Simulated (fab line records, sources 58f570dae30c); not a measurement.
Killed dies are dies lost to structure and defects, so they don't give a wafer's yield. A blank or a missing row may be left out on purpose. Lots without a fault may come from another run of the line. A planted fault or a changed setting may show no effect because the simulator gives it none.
A struck lot beside a sound one | flow berkeley_cmos170 | 27 steps out of a route of 331
Sound: wafers L465.2, L465.5, L465.6. Struck: wafers L472.3, L472.5, L472.6. The cause comes at the end.
At each step with rows: each side's tool, then ch and its chambers, then its first start. Under that, the readings that differ: sound wafers | struck wafers | difference of the means | sigmas: that difference in standard deviations of wafers without a fault.
alike: readings whose means differ by less than 2 such deviations, and words and numbers that are the same on both sides. not compared: withheld readings, readings that some wafer has no value for, bounds like >300 that may hide the same value, and numbers for which the record gives no deviation and whose values overlap.
The two part at a step that has a row with sigmas, a row that says differs or no value, or rows on one side only. Numbers that don't overlap but have no deviation are shown without sigmas and don't part them. A reading that every wafer of one side lacks parts them only if that side has two wafers or more.

UCB170_SPACER_THK_MEAS_01:
  sound on film_metro-02, day 7 17:56; struck on film_metro-02, day 9 04:40
  alike: SPACER_TEOS_THK
then, 1 step without rows for these wafers: UCB170_SPACER_ANNEAL_02 (time 1800 s).
UCB170_SPACER_ETCHBACK_03: etches SiO2 in CHF3/CF4/Ar, stops on Si, target depth 376 nm, time 100 s.
  sound on rie_diel-04 ch 0,1,2, day 8 00:03; struck on rie_diel-02 ch 0,3, day 9 10:53
  alike: drypump_motor_current_A, oes_product_au, throttle_valve_pct
  not compared: rf_hours_counter_h
then, 6 steps without rows for these wafers: UCB170_PSD_HMDS_00 (prime time 60 s); UCB170_PSD_COAT_01 (resist thk 900 nm); UCB170_PSD_SOFTBAKE_02 (time 60 s); UCB170_PSD_EXPOSE_03 (exposes mask PSELECT MOD, target cd 1200 nm); UCB170_PSD_PEB_04; UCB170_PSD_DEVELOP_05 (develop time 45 s).
UCB170_PSD_CD_MEAS_06: target cd 1200 nm.
  sound on cd_sem-01, day 8 02:22; struck on cd_sem-02, day 9 11:59
  alike: cd_nm
UCB170_PSD_OVL_MEAS_07:
  sound on overlay-02, day 8 02:29; struck on overlay-01, day 9 12:05
  alike: PSD_OVL
then, 1 step without rows for these wafers: UCB170_PSD_IMPLANT_08.
UCB170_PSD_STRIP_09: strips in O2.
  sound on plasma_asher-01 ch 0,1, day 8 02:40; struck on plasma_asher-04 ch 0,1, day 9 12:17
  no value came back on the struck wafers for chamber_pressure_mTorr (mTorr), drypump_motor_current_A (A), oes_product_au (a.u.), strip_time_to_endpoint_s (s); on the sound wafers chamber_pressure_mTorr (mTorr) reads 3501 3497 3500
  reading                              | sound | struck            | difference | sigmas
  model.KrF_of_PSD_COAT_01.thk_nm (nm) | 0 0 0 | 891.6 891.3 890.8 | +891.2     |
  not compared: rf_hours_counter_h
UCB170_PSD_TW_MEAS_10:
  sound on film_metro-04, day 8 02:46; struck on film_metro-04, day 9 12:23
  alike: PSD_TW
then, 7 steps without rows for these wafers: UCB170_PSD_CLEAN_11 (cleans in SPM, time 600 s); UCB170_NSD_HMDS_00 (prime time 60 s); UCB170_NSD_COAT_01 (resist thk 900 nm); UCB170_NSD_SOFTBAKE_02 (time 60 s); UCB170_NSD_EXPOSE_03 (exposes mask NSELECT MOD, target cd 1200 nm); UCB170_NSD_PEB_04; UCB170_NSD_DEVELOP_05 (develop time 45 s).
UCB170_NSD_CD_MEAS_06: target cd 1200 nm.
  sound on cd_sem-02, day 8 06:44; struck on cd_sem-01, day 9 15:06
  alike: cd_nm
UCB170_NSD_OVL_MEAS_07:
  sound on overlay-02, day 8 06:50; struck on overlay-02, day 9 15:12
  alike: NSD_OVL
then, 1 step without rows for these wafers: UCB170_NSD_IMPLANT_08.
UCB170_NSD_STRIP_09: strips in O2.
  sound on plasma_asher-03 ch 0,1, day 8 07:01; struck on plasma_asher-04 ch 0,1, day 9 15:24
  reading                      | sound             | struck            | difference | sigmas
  oes_product_au (a.u.)        | 0.530 0.528 0.530 | 0.622 0.620 0.626 | +0.093     | +21
  strip_time_to_endpoint_s (s) | 35.75 35.76 35.67 | 62.18 62.12 62.14 | +26.42     | +99 or more
  alike: chamber_pressure_mTorr, drypump_motor_current_A
  not compared: rf_hours_counter_h
UCB170_NSD_TW_MEAS_10:
  sound on film_metro-01, day 8 07:08; struck on film_metro-01, day 9 15:29
  reading | sound          | struck   | difference | sigmas
  NSD_TW  | 4244 4235 4237 | 30 30 30 | -4209      | -99 or more
then, 1 step without rows for these wafers: UCB170_NSD_CLEAN_11 (cleans in SPM, time 600 s).

WHERE THEY PART
First at UCB170_PSD_STRIP_09; last, within this record, at UCB170_NSD_TW_MEAS_10.

WHY: what the simulator had put in
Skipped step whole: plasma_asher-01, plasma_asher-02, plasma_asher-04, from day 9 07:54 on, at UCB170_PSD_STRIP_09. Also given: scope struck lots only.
